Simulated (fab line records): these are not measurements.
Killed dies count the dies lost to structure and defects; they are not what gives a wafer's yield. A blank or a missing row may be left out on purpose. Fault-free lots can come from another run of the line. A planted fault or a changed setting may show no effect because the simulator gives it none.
Which tool did it? :: flow berkeleyCmos170 :: 45 wafers from 15 lots sampled at 4 of the route's 331 steps

WHAT THE GAUGES SHOWED, per wafer
UCB170_START_THK_MEAS_03.
lot: L402
measured: day 1 21:54
on: filmMetro-02
START_OXIDE_THK (nm): 21.9 21.4 21.8

lot: L403
measured: day 1 21:54
on: filmMetro-01
START_OXIDE_THK (nm): 22.8 22.9 22.8

lot: L404
measured: day 2 04:47
on: filmMetro-02
START_OXIDE_THK (nm): 22.3 22.4 22.3

lot: L406
measured: day 2 12:41
on: filmMetro-04
START_OXIDE_THK (nm): 22.9 23.0 22.9

lot: L408
measured: day 2 22:43
on: filmMetro-04
START_OXIDE_THK (nm): 21.7 21.7 21.7

lot: L409
measured: day 3 07:10
on: filmMetro-02
START_OXIDE_THK (nm): 22.5 22.3 22.4

lot: L412
measured: day 4 00:53
on: filmMetro-02
START_OXIDE_THK (nm): 22.2 22.1 22.0

lot: L417
measured: day 4 23:44
on: filmMetro-02
START_OXIDE_THK (nm): 21.3 21.8 21.3

lot: L418
measured: day 5 05:13
on: filmMetro-01
START_OXIDE_THK (nm): 22.3 22.4 22.4

lot: L419
measured: day 5 10:49
on: filmMetro-04
START_OXIDE_THK (nm): 21.7 21.9 21.8

lot: L420
measured: day 5 10:49
on: filmMetro-01
START_OXIDE_THK (nm): 22.1 22.0 21.7

lot: L421
measured: day 5 21:46
on: filmMetro-01
START_OXIDE_THK (nm): 22.2 21.8 22.5

lot: L422
measured: day 5 21:46
on: filmMetro-02
START_OXIDE_THK (nm): 22.1 22.0 22.1

lot: L423
measured: day 6 03:32
on: filmMetro-01
START_OXIDE_THK (nm): 21.8 21.7 21.7

lot: L424
measured: day 6 12:16
on: filmMetro-04
START_OXIDE_THK (nm): 21.9 22.0 22.1

UCB170_PWELL_OVL_MEAS_13.
lot: L402
measured: day 3 18:49
on: overlay-02
PWELL_OVL (nm): -3 5 -9

lot: L403
measured: day 3 18:44
on: overlay-01
PWELL_OVL (nm): 10 14 1

lot: L404
measured: day 4 02:59
on: overlay-01
PWELL_OVL (nm): -11 -10 -7

lot: L406
measured: day 4 09:11
on: overlay-02
PWELL_OVL (nm): 3 1 4

lot: L408
measured: day 4 15:56
on: overlay-01
PWELL_OVL (nm): -10 2 -3

lot: L409
measured: day 5 03:59
on: overlay-02
PWELL_OVL (nm): 1 -4 -6

lot: L412
measured: day 5 19:37
on: overlay-02
PWELL_OVL (nm): -9 -3 -5

lot: L417
measured: day 6 19:09
on: overlay-01
PWELL_OVL (nm): - - -

lot: L418
measured: day 7 09:32
on: overlay-02
PWELL_OVL (nm): - - -

lot: L419
measured: day 7 10:31
on: overlay-02
PWELL_OVL (nm): -2 -3 -5

lot: L420
measured: day 7 10:14
on: overlay-02
PWELL_OVL (nm): - - -

lot: L421
measured: day 7 17:11
on: overlay-02
PWELL_OVL (nm): -2 -4 2

lot: L422
measured: day 7 17:01
on: overlay-01
PWELL_OVL (nm): 2 -8 0

lot: L423
measured: day 7 21:10
on: overlay-02
PWELL_OVL (nm): 3 9 8

lot: L424
measured: day 8 13:56
on: overlay-02
PWELL_OVL (nm): 9 10 2

UCB170_PWELL_TW_MEAS_17.
lot: L402
measured: day 3 19:13
on: filmMetro-01
PWELL_TW: 376.2 374.7 373.3

lot: L403
measured: day 3 19:07
on: filmMetro-03
PWELL_TW: 380.7 378.5 379.7

lot: L404
measured: day 4 03:23
on: filmMetro-01
PWELL_TW: 376.6 374.5 373.8

lot: L406
measured: day 4 09:34
on: filmMetro-03
PWELL_TW: 379.2 377.9 380.5

lot: L408
measured: day 4 16:19
on: filmMetro-03
PWELL_TW: 378.4 380.8 380.6

lot: L409
measured: day 5 04:23
on: filmMetro-01
PWELL_TW: 375.8 377.1 372.7

lot: L412
measured: day 5 20:00
on: filmMetro-04
PWELL_TW: 380.2 384.1 385.7

lot: L417
measured: day 6 19:32
on: filmMetro-01
PWELL_TW: 376.4 374.9 377.9

lot: L418
measured: day 7 09:59
on: filmMetro-01
PWELL_TW: 374.5 375.9 376.9

lot: L419
measured: day 7 10:53
on: filmMetro-03
PWELL_TW: 377.6 376.5 378.7

lot: L420
measured: day 7 10:37
on: filmMetro-03
PWELL_TW: 377.8 380.2 379.0

lot: L421
measured: day 7 17:34
on: filmMetro-03
PWELL_TW: 377.4 377.3 378.9

lot: L422
measured: day 7 17:24
on: filmMetro-03
PWELL_TW: 379.7 380.0 380.0

lot: L423
measured: day 7 21:34
on: filmMetro-04
PWELL_TW: 381.2 384.3 381.8

lot: L424
measured: day 8 14:20
on: filmMetro-03
PWELL_TW: 381.4 380.3 378.1

EACH LOT AND THE TOOL THAT RAN IT (in order: tool; ch and the chambers of the sampled wafers; start)
lot: L402
UCB170_PWELL_EXPOSE_10: krfScanner-02 ch 0, day 3 18:16

lot: L403
UCB170_PWELL_EXPOSE_10: krfScanner-01 ch 0, day 3 18:01

lot: L404
UCB170_PWELL_EXPOSE_10: krfScanner-02 ch 0, day 4 02:14

lot: L406
UCB170_PWELL_EXPOSE_10: krfScanner-01 ch 0, day 4 08:28

lot: L408
UCB170_PWELL_EXPOSE_10: krfScanner-01 ch 0, day 4 15:22

lot: L409
UCB170_PWELL_EXPOSE_10: krfScanner-02 ch 0, day 5 03:37

lot: L412
UCB170_PWELL_EXPOSE_10: krfScanner-02 ch 0, day 5 19:05

lot: L417
UCB170_PWELL_EXPOSE_10: krfScanner-02, day 6 18:46

lot: L418
UCB170_PWELL_EXPOSE_10: krfScanner-02, day 7 08:37

lot: L419
UCB170_PWELL_EXPOSE_10: krfScanner-02 ch 0, day 7 09:16

lot: L420
UCB170_PWELL_EXPOSE_10: krfScanner-02, day 7 09:09

lot: L421
UCB170_PWELL_EXPOSE_10: krfScanner-02 ch 0, day 7 16:19

lot: L422
UCB170_PWELL_EXPOSE_10: krfScanner-02 ch 0, day 7 15:44

lot: L423
UCB170_PWELL_EXPOSE_10: krfScanner-02 ch 0, day 7 20:42

lot: L424
UCB170_PWELL_EXPOSE_10: krfScanner-01 ch 0, day 8 13:04
- UCB170_PWELL_EXPOSE_10: exposes mask PWELL, target cd 3000 nm.

WHAT THE TOOLS THEMSELVES READ (means of the sampled wafers that have a number; where no wafer has one, the mark that the record gives instead)
UCB170_PWELL_EXPOSE_10.
lot: L402
tool: krfScanner-02
exposureDoseMJCm2: 18.986
focusOffsetNm (nm): 0.1

lot: L403
tool: krfScanner-01
exposureDoseMJCm2: 19.022
focusOffsetNm (nm): -0.1

lot: L404
tool: krfScanner-02
exposureDoseMJCm2: 19.021
focusOffsetNm (nm): -0.1

lot: L406
tool: krfScanner-01
exposureDoseMJCm2: 19.007
focusOffsetNm (nm): 0.2

lot: L408
tool: krfScanner-01
exposureDoseMJCm2: 19.013
focusOffsetNm (nm): -0.2

lot: L409
tool: krfScanner-02
exposureDoseMJCm2: 19.009
focusOffsetNm (nm): -0.1

lot: L412
tool: krfScanner-02
exposureDoseMJCm2: 18.983
focusOffsetNm (nm): -0.2

lot: L417
tool: krfScanner-02
exposureDoseMJCm2: -
focusOffsetNm (nm): -

lot: L418
tool: krfScanner-02
exposureDoseMJCm2: -
focusOffsetNm (nm): -

lot: L419
tool: krfScanner-02
exposureDoseMJCm2: 18.994
focusOffsetNm (nm): -0.4

lot: L420
tool: krfScanner-02
exposureDoseMJCm2: -
focusOffsetNm (nm): -

lot: L421
tool: krfScanner-02
exposureDoseMJCm2: 19.003
focusOffsetNm (nm): 0.0

lot: L422
tool: krfScanner-02
exposureDoseMJCm2: 19.004
focusOffsetNm (nm): -0.3

lot: L423
tool: krfScanner-02
exposureDoseMJCm2: 19.008
focusOffsetNm (nm): -0.1

lot: L424
tool: krfScanner-01
exposureDoseMJCm2: 18.984
focusOffsetNm (nm): -0.4

THE ANSWER, worked out from the rows above alone
Rule: usual is defined by the lots themselves. Put in order of their means at a reading, lots are off if they are a third of the lots or fewer, leave a main group of 4 or more, and stand apart from it by a gap of 3 or more times the standard deviation of the main group's means; of several such gaps the widest counts. Not used: any main group whose means are identical at the precision the tables above print for the reading. A lot without any number at a reading at which 4 lots or more have one is off too. Where the step has rows for the other lots, those lots are counted as sound. The gauges are gone through in route order, then the tools' own readings, and for those a lot's mean is taken as printed above. The first step at which some lot is off is used, and at that step the reading that is off furthest; a lot without a number counts as furthest.
Off: L417, L418, L420, at UCB170_PWELL_OVL_MEAS_13 (PWELL_OVL). Without a number there: L417, L418, L420. Main group: mean -0 nm, sd 5.3.
If a tool, at a process step before that reading, ran all the lots that are off and no sound lot after the first of them, it fits. Not tried: the gauges at UCB170_PWELL_OVL_MEAS_13; whatever is off there is also off at UCB170_PWELL_EXPOSE_10, on other tools, and gauge error can't account for it. Of those tried, none fits.

WHAT HAD BEEN PUT IN BY THE SIMULATOR
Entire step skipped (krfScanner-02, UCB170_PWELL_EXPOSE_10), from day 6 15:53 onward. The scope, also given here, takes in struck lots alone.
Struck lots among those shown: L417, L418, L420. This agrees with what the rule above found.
